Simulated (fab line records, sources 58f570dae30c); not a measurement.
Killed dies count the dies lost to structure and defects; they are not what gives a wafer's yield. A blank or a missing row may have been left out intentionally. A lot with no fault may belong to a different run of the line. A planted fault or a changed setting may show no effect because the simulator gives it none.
fab line records    flow berkeley-cmos170
record: lots: 5  wafers: 23
route steps=331 shown SILICIDE@211 CONTACT@228 M1@245 V1@264 M2@289
start-h: start of the lot's first displayed wafer, in hours after the record's first day    wait-h: hours since the lot's step before    " identical to the entry in the row above    L1.1+2: several wafers, shown together as one row    - no value present, or no start provided    * or withheld: withheld    < > ~ a bound
route shown NAME@n: a module of which the file shows steps, and the number in the route of the first    usual: average and standard deviation across the fault-free wafers    same: alike in all rows    chamber/n: place in a boat    sites: per-site readings    _std_site: the values' standard deviation    _edge_site: the outer-site mean with the inner-site mean subtracted    radius-mm: how far each site lies from the wafer's centre    mask NAME#n: copy n    behind: the tool/chamber that last shaped the wafer    hold: why the lot went on hold/how many hours it stayed there/how the hold came to an end    device: transistor that didn't switch, given as n, p or np    end of line: the route-end tests of the same wafers    a step without rows: its recipe alone    killed: count of dies lost to structure and defects at first sort (not the wafer's yield)    map: a wafer's dies, x killed, . not, _ none there
set.NAME: the run value of the setting; set.NAME@STEP: its run value at that earlier step    model.NAME: the simulator's own value behind a step, which no gauge read
lots with deliberately changed settings; one table per step, one row per wafer
== steps ==
step: UCB170_SILICIDE_SPUTTER_01
recipe: material: Ti  target-thk-nm: 30  time-s: 25  power-w: 1500  chamber-pressure-pa: 0.5
lot.wafer  tool            chamber  start-h  wait-h  set.power-w  model.Ti_of_SILICIDE_SPUTTER_01.thk-nm
L076.2     pvd-sputter-01  -        153.13   0.0     1500         29.99
L076.3     "               -        "        "       1648         33.01
L076.4     "               -        "        "       1500         30.2
L076.5     "               -        "        "       1648         32.75
L076.6     "               -        "        "       1500         30.12
L079.2     pvd-sputter-03  -        162.92   0.0     1500         30.14
L079.3     "               -        "        "       1451         29.19
L079.4     "               -        "        "       1500         30.11
L079.5     "               -        "        "       1451         28.89
L079.6     "               -        "        "       1500         30.41
L082.1     pvd-sputter-02  -        193.11   0.0     1356         27.22
L082.3     "               -        "        "       1356         27.25
L082.4     "               -        "        "       1500         30.17
L082.5     "               -        "        "       1356         27.42
L082.6     "               -        "        "       1500         30.01
L083.1     pvd-sputter-01  -        195.75   0.0     1500         29.93
L083.2     "               -        "        "       1500         29.94
L083.3     "               -        "        "       1500         30.18
L083.4     "               -        "        "       1500         30.25
L083.5     "               -        "        "       1500         30.04
L085.2     pvd-sputter-02  -        196.09   0.0     1500         29.65
L085.3     "               -        "        "       1500         29.77
L085.4     "               -        "        "       1500         29.48
step: UCB170_SILICIDE_RS_MEAS_02
recipe: thk-meas-gauge: four-point-probe  reads: Ti_of_SILICIDE_SPUTTER_01
usual: SILICIDE_TI_RS: 26.12/0.25
lot.wafer  tool           chamber  start-h  wait-h  set.power-w@SILICIDE_SPUTTER_01  SILICIDE_TI_RS[ohm/sq]
L076.2     film-metro-01  -        153.18   0.0     1500                             26.22
L076.3     "              -        "        "       1648                             23.38
L076.4     "              -        "        "       1500                             25.99
L076.5     "              -        "        "       1648                             23.63
L076.6     "              -        "        "       1500                             26.05
L079.2     film-metro-03  -        162.97   0.0     1500                             25.98
L079.3     "              -        "        "       1451                             27.01
L079.4     "              -        "        "       1500                             26.06
L079.5     "              -        "        "       1451                             27.28
L079.6     "              -        "        "       1500                             25.70
L082.1     film-metro-01  -        193.14   0.0     1356                             29.28
L082.3     "              -        "        "       1356                             29.24
L082.4     "              -        "        "       1500                             25.95
L082.5     "              -        "        "       1356                             29.04
L082.6     "              -        "        "       1500                             26.14
L083.1     film-metro-03  -        195.78   0.0     1500                             26.23
L083.2     "              -        "        "       1500                             26.26
L083.3     "              -        "        "       1500                             25.99
L083.4     "              -        "        "       1500                             25.89
L083.5     "              -        "        "       1500                             26.07
L085.2     film-metro-02  -        196.14   0.0     1500                             26.45
L085.3     "              -        "        "       1500                             26.36
L085.4     "              -        "        "       1500                             26.59
step: UCB170_SILICIDE_THK_MEAS_03
recipe: thk-meas-gauge: xrf  reads: Ti_of_SILICIDE_SPUTTER_01
usual: SILICIDE_TI_THK: 30.1/0.31
lot.wafer  tool           chamber  start-h  wait-h  set.power-w@SILICIDE_SPUTTER_01  SILICIDE_TI_THK[nm]
L076.2     film-metro-01  -        153.29   0.1     1500                             30.0
L076.3     "              -        "        "       1648                             32.9
L076.4     "              -        "        "       1500                             30.1
L076.5     "              -        "        "       1648                             32.6
L076.6     "              -        "        "       1500                             30.1
L079.2     film-metro-03  -        163.08   0.1     1500                             30.4
L079.3     "              -        "        "       1451                             29.5
L079.4     "              -        "        "       1500                             30.5
L079.5     "              -        "        "       1451                             29.3
L079.6     "              -        "        "       1500                             30.6
L082.1     film-metro-01  -        193.26   0.1     1356                             27.3
L082.3     "              -        "        "       1356                             27.2
L082.4     "              -        "        "       1500                             30.3
L082.5     "              -        "        "       1356                             27.4
L082.6     "              -        "        "       1500                             30.1
L083.1     film-metro-03  -        195.90   0.1     1500                             30.1
L083.2     "              -        "        "       1500                             30.1
L083.3     "              -        "        "       1500                             30.3
L083.4     "              -        "        "       1500                             30.5
L083.5     "              -        "        "       1500                             30.3
L085.2     film-metro-02  -        196.25   0.1     1500                             29.7
L085.3     "              -        "        "       1500                             29.7
L085.4     "              -        "        "       1500                             29.6
step: UCB170_CONTACT_EXPOSE_12
recipe: mask-id: CONT  target-cd-nm: 700  na: 0.5  sigma-outer: 0.6  source-shape: conventional  dose-mj: 35
lot.wafer       tool            chamber  start-h  wait-h  mask    set.dose-mj
L076.2+3        krf-scanner-02  0        157.04   -       CONT#0  35
L076.4+5+6      "               0        "        "       CONT#0  36.04
L079.2+3+4+5+6  krf-scanner-01  0        168.21   -       CONT#0  35
L082.1+3+4+5+6  krf-scanner-01  0        199.67   -       CONT#0  35
L083.1+2+3      krf-scanner-01  0        199.91   -       CONT#0  32.66
L083.4+5        "               0        "        "       CONT#0  35
L085.2+3+4      krf-scanner-01  0        200.50   -       CONT#0  35
step: UCB170_CONTACT_PEB_13
recipe: peb-temp-c: 130  peb-time-s: withheld  resist: KrF
step: UCB170_CONTACT_DEVELOP_14
recipe: developer: TMAH  develop-time-s: 45  resist: KrF  dev-temp-c: 21
step: UCB170_CONTACT_CD_MEAS_15
recipe: target-cd-nm: 700
usual: cd-nm: 700.1/1.6
lot.wafer  tool       chamber  start-h  wait-h  set.dose-mj@CONTACT_EXPOSE_12  cd-nm
L076.2     cd-sem-02  -        157.43   -       35                             699.0
L076.3     "          -        "        "       35                             698.7
L076.4     "          -        "        "       36.04                          704.0
L076.5     "          -        "        "       36.04                          705.2
L076.6     "          -        "        "       36.04                          704.2
L079.2     cd-sem-01  -        168.81   -       35                             700.7
L079.3     "          -        "        "       35                             702.9
L079.4     "          -        "        "       35                             699.9
L079.5     "          -        "        "       35                             700.9
L079.6     "          -        "        "       35                             701.5
L082.1     cd-sem-02  -        200.18   -       35                             697.9
L082.3     "          -        "        "       35                             698.4
L082.4     "          -        "        "       35                             698.9
L082.5     "          -        "        "       35                             698.1
L082.6     "          -        "        "       35                             697.0
L083.1     cd-sem-01  -        200.41   -       32.66                          690.8
L083.2     "          -        "        "       32.66                          689.7
L083.3     "          -        "        "       32.66                          690.2
L083.4     "          -        "        "       35                             701.9
L083.5     "          -        "        "       35                             702.5
L085.2     cd-sem-01  -        200.96   -       35                             697.4
L085.3     "          -        "        "       35                             697.6
L085.4     "          -        "        "       35                             698.1
step: UCB170_CONTACT_ETCH_17
recipe: chemistry: N2/H2  target-depth-a: withheld  overetch-a: withheld  target: BARC  time-s: withheld  source-w: 500  bias-w: 100  pressure-mtorr: 30  n2-flow-sccm: 100  h2-flow-sccm: 200
lot.wafer  tool         chamber  start-h  wait-h  set.dose-mj@CONTACT_EXPOSE_12  model.CONTACT.cd-nm
L076.2     rie-diel-04  2        157.57   0.0     35                             699.2
L076.3     "            3        "        "       35                             698.9
L076.4     "            1        "        "       36.04                          704
L076.5     "            0        "        "       36.04                          704.8
L076.6     "            3        "        "       36.04                          704.7
L079.2     rie-diel-03  0        168.95   0.0     35                             700.4
L079.3     "            2        "        "       35                             702.7
L079.4     "            3        "        "       35                             701.1
L079.5     "            2        "        "       35                             700.9
L079.6     "            0        "        "       35                             701.8
L082.1+3   rie-diel-01  2,1      200.34   0.0     35                             697.8
L082.4     "            0        "        "       35                             698.7
L082.5     "            2        "        "       35                             698
L082.6     "            1        "        "       35                             696.6
L083.1     rie-diel-04  1        200.57   0.0     32.66                          690.5
L083.2     "            2        "        "       32.66                          690.1
L083.3     "            3        "        "       32.66                          690
L083.4     "            1        "        "       35                             701.9
L083.5     "            3        "        "       35                             702.6
L085.2     rie-diel-01  1        201.10   0.0     35                             696.8
L085.3     "            0        "        "       35                             697.5
L085.4     "            2        "        "       35                             697.6
step: UCB170_CONTACT_ETCH_18
recipe: chemistry: CHF3/CF4/Ar  target: PSG  stop-on: TiSi2  CHF3_flow_sccm: 45  cf4-flow-sccm: 15  Ar_flow_sccm: 150  pressure-mtorr: 200  rf-w: 700  target-depth-a: 8400  over-etch-frac: 0.2  time-s: 195
step: UCB170_CONTACT_STRIP_19
recipe: chemistry: O2  power-w: 400  pressure-mtorr: 3500  platen-temp-c: withheld  o2-flow-sccm: 400  overash-fraction: 0.5
step: UCB170_CONTACT_CD_MEAS_90
recipe: target-cd-nm: 700
usual: cd-nm: 700.4/1.8
lot.wafer  tool       chamber  start-h  wait-h  set.dose-mj@CONTACT_EXPOSE_12  cd-nm
L076.2     cd-sem-01  -        157.85   0.1     35                             699.7
L076.3     "          -        "        "       35                             699.4
L076.4     "          -        "        "       36.04                          704.4
L076.5     "          -        "        "       36.04                          704.3
L076.6     "          -        "        "       36.04                          704.7
L079.2     cd-sem-02  -        169.24   0.1     35                             700.4
L079.3     "          -        "        "       35                             703.8
L079.4     "          -        "        "       35                             701.2
L079.5     "          -        "        "       35                             701.5
L079.6     "          -        "        "       35                             701.8
L082.1     cd-sem-02  -        200.61   0.1     35                             698.3
L082.3     "          -        "        "       35                             697.9
L082.4     "          -        "        "       35                             698.9
L082.5     "          -        "        "       35                             698.6
L082.6     "          -        "        "       35                             696.5
L083.1     cd-sem-02  -        200.83   0.1     32.66                          691.1
L083.2     "          -        "        "       32.66                          690.5
L083.3     "          -        "        "       32.66                          690.4
L083.4     "          -        "        "       35                             701.9
L083.5     "          -        "        "       35                             702.7
L085.2     cd-sem-02  -        201.39   0.1     35                             696.4
L085.3     "          -        "        "       35                             697.5
L085.4     "          -        "        "       35                             697.7
step: UCB170_M1_PEB_07
recipe: peb-temp-c: 130  peb-time-s: withheld  resist: KrF
lot.wafer       tool            chamber  start-h  wait-h  set.peb-temp-c
L076.2+5+6      litho-track-01  0        159.09   0.1     130
L076.3+4        "               0        "        "       128.3
L079.2+3+4+5+6  litho-track-03  0        170.36   0.1     130
L082.1+4+6      litho-track-03  0        202.20   0.3     130
L082.3+5        "               0        "        "       132.5
L083.1+2+3+4+5  litho-track-03  0        202.48   0.5     130
L085.2+3+4      litho-track-04  0        202.83   0.3     130
step: UCB170_M1_DEVELOP_08
recipe: developer: TMAH  develop-time-s: 45  resist: KrF  dev-temp-c: 21
step: UCB170_M1_CD_MEAS_09
recipe: target-cd-nm: 700
usual: cd-nm: 699.6/0.98
lot.wafer  tool       chamber  start-h  wait-h  set.peb-temp-c@M1_PEB_07  cd-nm
L076.2     cd-sem-01  -        159.36   -       130                       698.7
L076.3     "          -        "        "       128.3                     710.9
L076.4     "          -        "        "       128.3                     710.9
L076.5     "          -        "        "       130                       699.1
L076.6     "          -        "        "       130                       698.7
L079.2     cd-sem-02  -        170.63   -       130                       699.4
L079.3     "          -        "        "       130                       699.6
L079.4     "          -        "        "       130                       701.5
L079.5     "          -        "        "       130                       700.1
L079.6     "          -        "        "       130                       699.6
L082.1     cd-sem-02  -        202.48   -       130                       699.3
L082.3     "          -        "        "       132.5                     686.1
L082.4     "          -        "        "       130                       702.1
L082.5     "          -        "        "       132.5                     686.0
L082.6     "          -        "        "       130                       698.9
L083.1     cd-sem-01  -        202.75   -       130                       698.6
L083.2     "          -        "        "       130                       698.9
L083.3     "          -        "        "       130                       700.1
L083.4     "          -        "        "       130                       698.1
L083.5     "          -        "        "       130                       699.4
L085.2     cd-sem-01  -        203.17   -       130                       699.2
L085.3     "          -        "        "       130                       698.9
L085.4     "          -        "        "       130                       698.7
step: UCB170_M1_ETCH_11
recipe: chemistry: N2/H2  target-depth-a: withheld  overetch-a: withheld  target: BARC  time-s: withheld  source-w: 500  bias-w: 100  pressure-mtorr: 30  n2-flow-sccm: 100  h2-flow-sccm: 200
lot.wafer  tool         chamber  start-h  wait-h  set.peb-temp-c@M1_PEB_07  model.M1.cd-nm
L076.2     rie-diel-04  2        159.49   0.0     130                       698.8
L076.3     "            0        "        "       128.3                     711.2
L076.4     "            1        "        "       128.3                     710.8
L076.5     "            2        "        "       130                       699.3
L076.6     "            1        "        "       130                       698.9
L079.2     rie-diel-01  1        170.77   0.0     130                       698.9
L079.3     "            0        "        "       130                       699.5
L079.4     "            3        "        "       130                       701.2
L079.5     "            0        "        "       130                       700
L079.6     "            1        "        "       130                       699
L082.1     rie-diel-04  1        202.63   0.0     130                       699.5
L082.3     "            2        "        "       132.5                     685.6
L082.4     "            3        "        "       130                       702
L082.5     "            1        "        "       132.5                     685.4
L082.6     "            2        "        "       130                       698.4
L083.1     rie-diel-02  1        202.91   0.0     130                       698.3
L083.2     "            0        "        "       130                       698.2
L083.3     "            2        "        "       130                       700
L083.4     "            3        "        "       130                       697.7
L083.5     "            1        "        "       130                       699
L085.2     rie-diel-04  1        203.30   0.0     130                       698.8
L085.3     "            2        "        "       130                       698.4
L085.4     "            1        "        "       130                       697.9
step: UCB170_M1_METAL_ETCH_12
recipe: chemistry: Cl2/BCl3  target: Al  stop-on: PSG  pressure-mtorr: 12.22  target-depth-a: 7800  over-etch-frac: 0.3  time-s: 130  icp-w: 600  bias-w: 120  Cl2_flow_sccm: 90  bcl3-flow-sccm: 45
lot.wafer  tool          chamber  start-h  wait-h  set.peb-temp-c@M1_PEB_07  model.M1.cd-nm
L076.2     rie-metal-02  0        159.53   -       130                       700.8
L076.3     "             0        "        "       128.3                     712.8
L076.4     "             1        "        "       128.3                     711
L076.5     "             0        "        "       130                       701.5
L076.6     "             1        "        "       130                       699.8
L079.2     rie-metal-04  0        170.81   -       130                       698.7
L079.3     "             1        "        "       130                       700.8
L079.4     "             0        "        "       130                       702.7
L079.5     "             1        "        "       130                       701.6
L079.6     "             0        "        "       130                       698.9
L082.1     rie-metal-03  0        202.67   -       130                       698.7
L082.3     "             0        "        "       132.5                     685.5
L082.4     "             1        "        "       130                       701.7
L082.5     "             0        "        "       132.5                     686.6
L082.6     "             1        "        "       130                       699.2
L083.1     rie-metal-02  0        202.95   -       130                       698.2
L083.2     "             1        "        "       130                       696.2
L083.3     "             0        "        "       130                       699.7
L083.4     "             1        "        "       130                       695.6
L083.5     "             0        "        "       130                       698.8
L085.2     rie-metal-03  0        203.34   -       130                       701.3
L085.3     "             1        "        "       130                       699.5
L085.4     "             0        "        "       130                       698.3
step: UCB170_M1_STRIP_13
recipe: chemistry: O2  power-w: 400  pressure-mtorr: 3500  platen-temp-c: withheld  o2-flow-sccm: 400  overash-fraction: 0.5
step: UCB170_M1_CD_MEAS_90
recipe: target-cd-nm: 700
usual: cd-nm: 700.0/1.9
lot.wafer  tool       chamber  start-h  wait-h  set.peb-temp-c@M1_PEB_07  cd-nm
L076.2     cd-sem-02  -        159.79   0.1     130                       700.8
L076.3     "          -        "        "       128.3                     713.0
L076.4     "          -        "        "       128.3                     711.1
L076.5     "          -        "        "       130                       701.6
L076.6     "          -        "        "       130                       700.2
L079.2     cd-sem-01  -        171.06   0.1     130                       698.3
L079.3     "          -        "        "       130                       700.5
L079.4     "          -        "        "       130                       702.8
L079.5     "          -        "        "       130                       701.6
L079.6     "          -        "        "       130                       699.0
L082.1     cd-sem-02  -        202.91   0.1     130                       699.0
L082.3     "          -        "        "       132.5                     685.4
L082.4     "          -        "        "       130                       701.4
L082.5     "          -        "        "       132.5                     686.9
L082.6     "          -        "        "       130                       699.1
L083.1     cd-sem-02  -        203.18   0.1     130                       698.3
L083.2     "          -        "        "       130                       696.1
L083.3     "          -        "        "       130                       699.4
L083.4     "          -        "        "       130                       695.5
L083.5     "          -        "        "       130                       698.7
L085.2     cd-sem-02  -        203.60   0.1     130                       701.5
L085.3     "          -        "        "       130                       699.6
L085.4     "          -        "        "       130                       698.3
step: UCB170_V1_PEB_10
recipe: peb-temp-c: 130  peb-time-s: withheld  resist: KrF
lot.wafer   tool            chamber  start-h  wait-h  set.peb-temp-c
L076.2+4+5  litho-track-03  0        166.69   0.2     128.9
L076.3+6    "               0        "        "       130
L079.2+3+6  litho-track-03  0        176.84   0.1     133.1
L079.4+5    "               0        "        "       130
L082.1+4+5  litho-track-02  0        210.24   0.3     130
L082.3+6    "               0        "        "       132.8
L085.2+3+4  litho-track-02  0        210.54   0.1     130
L083.1+3+5  litho-track-02  0        210.79   0.1     130
L083.2+4    "               0        "        "       133.5
step: UCB170_V1_DEVELOP_11
recipe: developer: TMAH  develop-time-s: 45  resist: KrF  dev-temp-c: 21
step: UCB170_V1_CD_MEAS_12
recipe: target-cd-nm: 700
usual: cd-nm: 699.9/1.2
lot.wafer  tool       chamber  start-h  wait-h  set.peb-temp-c@V1_PEB_10  cd-nm
L076.2     cd-sem-01  -        166.96   -       128.9                     690.7
L076.3     "          -        "        "       130                       698.6
L076.4     "          -        "        "       128.9                     691.2
L076.5     "          -        "        "       128.9                     692.3
L076.6     "          -        "        "       130                       698.9
L079.2     cd-sem-02  -        177.11   -       133.1                     718.4
L079.3     "          -        "        "       133.1                     719.7
L079.4     "          -        "        "       130                       700.4
L079.5     "          -        "        "       130                       701.8
L079.6     "          -        "        "       133.1                     717.9
L082.1     cd-sem-02  -        210.51   -       130                       701.0
L082.3     "          -        "        "       132.8                     718.1
L082.4     "          -        "        "       130                       700.4
L082.5     "          -        "        "       130                       700.0
L082.6     "          -        "        "       132.8                     715.9
L085.2     cd-sem-02  -        210.81   -       130                       701.1
L085.3     "          -        "        "       130                       698.7
L085.4     "          -        "        "       130                       700.5
L083.1     cd-sem-02  -        211.06   -       130                       699.9
L083.2     "          -        "        "       133.5                     721.3
L083.3     "          -        "        "       130                       700.7
L083.4     "          -        "        "       133.5                     721.5
L083.5     "          -        "        "       130                       700.0
step: UCB170_V1_ETCH_14
recipe: chemistry: CHF3/CF4/Ar  target: SiO2  stop-on: Al  CHF3_flow_sccm: 45  cf4-flow-sccm: 15  Ar_flow_sccm: 150  pressure-mtorr: 200  rf-w: 700  target-depth-a: 12500  over-etch-frac: 0.25  time-s: 291
lot.wafer  tool         chamber  start-h  wait-h  set.peb-temp-c@V1_PEB_10  model.V1.cd-nm
L076.2     rie-diel-04  3        167.09   0.0     128.9                     690.6
L076.3     "            0        "        "       130                       698.7
L076.4     "            2        "        "       128.9                     691.9
L076.5     "            0        "        "       128.9                     692.1
L076.6     "            1        "        "       130                       698.2
L079.2     rie-diel-03  2        177.25   0.0     133.1                     717.5
L079.3     "            0        "        "       133.1                     718.7
L079.4     "            0        "        "       130                       699.4
L079.5     "            2        "        "       130                       700.8
L079.6     "            3        "        "       133.1                     718
L082.1     rie-diel-04  2        210.67   0.0     130                       701.6
L082.3     "            1        "        "       132.8                     718.4
L082.4+5   "            3,2      "        "       130                       701
L082.6     "            1        "        "       132.8                     716.1
L085.2     rie-diel-03  0        210.94   0.0     130                       700.9
L085.3     "            2        "        "       130                       699.1
L085.4     "            1        "        "       130                       701
L083.1     rie-diel-04  2        211.22   0.0     130                       699.9
L083.2     "            1        "        "       133.5                     721.3
L083.3     "            3        "        "       130                       700.5
L083.4     "            2        "        "       133.5                     722.7
L083.5     "            1        "        "       130                       699.6
step: UCB170_V1_STRIP_15
recipe: chemistry: O2  power-w: 400  pressure-mtorr: 3500  platen-temp-c: withheld  o2-flow-sccm: 400  overash-fraction: 0.5
step: UCB170_V1_CD_MEAS_90
recipe: target-cd-nm: 700
usual: cd-nm: 700.0/1.3
lot.wafer  tool       chamber  start-h  wait-h  set.peb-temp-c@V1_PEB_10  cd-nm
L076.2     cd-sem-01  -        167.39   0.1     128.9                     690.5
L076.3     "          -        "        "       130                       699.1
L076.4     "          -        "        "       128.9                     691.7
L076.5     "          -        "        "       128.9                     691.8
L076.6     "          -        "        "       130                       698.1
L079.2     cd-sem-02  -        177.56   0.1     133.1                     717.6
L079.3     "          -        "        "       133.1                     718.4
L079.4     "          -        "        "       130                       699.5
L079.5     "          -        "        "       130                       700.7
L079.6     "          -        "        "       133.1                     717.8
L082.1     cd-sem-01  -        210.94   0.1     130                       701.7
L082.3     "          -        "        "       132.8                     718.6
L082.4     "          -        "        "       130                       701.0
L082.5     "          -        "        "       130                       701.1
L082.6     "          -        "        "       132.8                     716.1
L085.2     cd-sem-02  -        211.24   0.1     130                       701.0
L085.3     "          -        "        "       130                       698.7
L085.4     "          -        "        "       130                       700.9
L083.1     cd-sem-01  -        211.49   0.1     130                       700.0
L083.2     "          -        "        "       133.5                     721.2
L083.3     "          -        "        "       130                       700.5
L083.4     "          -        "        "       133.5                     722.6
L083.5     "          -        "        "       130                       699.6
step: UCB170_M2_METAL_ETCH_18
recipe: chemistry: Cl2/BCl3  target: Al  stop-on: SiO2  pressure-mtorr: 12  target-depth-a: 11700  over-etch-frac: 0.3  time-s: 195  icp-w: 600  bias-w: 120  Cl2_flow_sccm: 90  bcl3-flow-sccm: 45
lot.wafer  tool          chamber  start-h  wait-h  set.over-etch-frac  model.KrF_of_M2_COAT_10.thk-nm
L076.2     rie-metal-01  1        169.76   -       0.2691              237.3
L076.3     "             0        "        "       0.3                 210.9
L076.4     "             1        "        "       0.3                 222.7
L076.5     "             0        "        "       0.2691              219.7
L076.6     "             1        "        "       0.2691              234.3
L079.2     rie-metal-04  1        180.40   -       0.3                 214.1
L079.3     "             1        "        "       0.3                 214.9
L079.4     "             0        "        "       0.2432              248.2
L079.5     "             0        "        "       0.2432              252.1
L079.6     "             1        "        "       0.2432              241.8
L082.1     rie-metal-01  1        213.23   -       0.2362              255.4
L082.3     "             1        "        "       0.2362              259.6
L082.4     "             0        "        "       0.3                 209.6
L082.5     "             0        "        "       0.3                 205.8
L082.6     "             1        "        "       0.3                 218.2
L085.2     rie-metal-03  0        213.61   -       0.3                 217.8
L085.3     "             1        "        "       0.3                 224.5
L085.4     "             0        "        "       0.3                 218.8
L083.1     rie-metal-01  0        214.03   -       0.2688              218.7
L083.2     "             1        "        "       0.3                 224.1
L083.3     "             1        "        "       0.2688              236
L083.4     "             0        "        "       0.3                 203.7
L083.5     "             0        "        "       0.3                 207.7
step: UCB170_M2_STRIP_19
recipe: chemistry: O2  power-w: 400  pressure-mtorr: 3500  platen-temp-c: withheld  o2-flow-sccm: 400  overash-fraction: 0.5
usual: oes-product-au: 0.548/0.0095
lot.wafer  tool             chamber  start-h  wait-h  set.over-etch-frac@M2_METAL_ETCH_18  oes-product-au
L076.2     plasma-asher-02  1        169.95   0.1     0.2691                               0.571
L076.3     "                0        "        "       0.3                                  0.549
L076.4     "                1        "        "       0.3                                  0.546
L076.5     "                0        "        "       0.2691                               0.556
L076.6     "                1        "        "       0.2691                               0.567
L079.2     plasma-asher-01  1        180.59   0.1     0.3                                  0.548
L079.3     "                0        "        "       0.3                                  0.542
L079.4     "                1        "        "       0.2432                               0.585
L079.5     "                1        "        "       0.2432                               0.583
L079.6     "                0        "        "       0.2432                               0.573
L082.1     plasma-asher-01  0        213.41   0.1     0.2362                               0.583
L082.3     "                1        "        "       0.2362                               0.597
L082.4     "                0        "        "       0.3                                  0.534
L082.5     "                1        "        "       0.3                                  0.533
L082.6     "                0        "        "       0.3                                  0.539
L085.2     plasma-asher-02  1        213.80   0.1     0.3                                  0.548
L085.3     "                1        "        "       0.3                                  0.554
L085.4     "                0        "        "       0.3                                  0.553
L083.1     plasma-asher-01  0        214.22   0.1     0.2688                               0.552
L083.2     "                1        "        "       0.3                                  0.554
L083.3     "                1        "        "       0.2688                               0.569
L083.4     "                0        "        "       0.3                                  0.524
L083.5     "                0        "        "       0.3                                  0.542
== key ==
split: step: UCB170_SILICIDE_SPUTTER_01  setting: power-w  stated: 1500  by: wafer
response: step: UCB170_SILICIDE_SPUTTER_01  reading: model.Ti_of_SILICIDE_SPUTTER_01.thk-nm  change: +0.29  per: 1%  r: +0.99
response: step: UCB170_SILICIDE_RS_MEAS_02  reading: SILICIDE_TI_RS  change: -0.298  per: 1%  r: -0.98
response: step: UCB170_SILICIDE_THK_MEAS_03  reading: SILICIDE_TI_THK  change: +0.288  per: 1%  r: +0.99
split: step: UCB170_CONTACT_EXPOSE_12  setting: dose-mj  stated: 35  by: wafer
response: step: UCB170_CONTACT_CD_MEAS_15  reading: cd-nm  change: +1.8  per: 1%  r: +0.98
response: step: UCB170_CONTACT_ETCH_17  reading: model.CONTACT.cd-nm  change: +1.8  per: 1%  r: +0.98
response: step: UCB170_CONTACT_CD_MEAS_90  reading: cd-nm  change: +1.72  per: 1%  r: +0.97
split: step: UCB170_M1_PEB_07  setting: peb-temp-c  stated: 130  by: wafer
response: step: UCB170_M1_CD_MEAS_09  reading: cd-nm  change: -7.91  per: 1%  r: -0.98
response: step: UCB170_M1_ETCH_11  reading: model.M1.cd-nm  change: -8.04  per: 1%  r: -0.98
response: step: UCB170_M1_METAL_ETCH_12  reading: model.M1.cd-nm  change: -7.61  per: 1%  r: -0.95
response: step: UCB170_M1_CD_MEAS_90  reading: cd-nm  change: -7.56  per: 1%  r: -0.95
split: step: UCB170_V1_PEB_10  setting: peb-temp-c  stated: 130  by: wafer
response: step: UCB170_V1_CD_MEAS_12  reading: cd-nm  change: +7.7  per: 1%  r: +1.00
response: step: UCB170_V1_ETCH_14  reading: model.V1.cd-nm  change: +7.8  per: 1%  r: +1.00
response: step: UCB170_V1_CD_MEAS_90  reading: cd-nm  change: +7.76  per: 1%  r: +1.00
split: step: UCB170_M2_METAL_ETCH_18  setting: over-etch-frac  stated: 0.3  by: wafer
response: step: UCB170_M2_METAL_ETCH_18  reading: model.KrF_of_M2_COAT_10.thk-nm  change: -1.86  per: 1%  r: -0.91
response: step: UCB170_M2_STRIP_19  reading: oes-product-au  change: -0.00216  per: 1%  r: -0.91
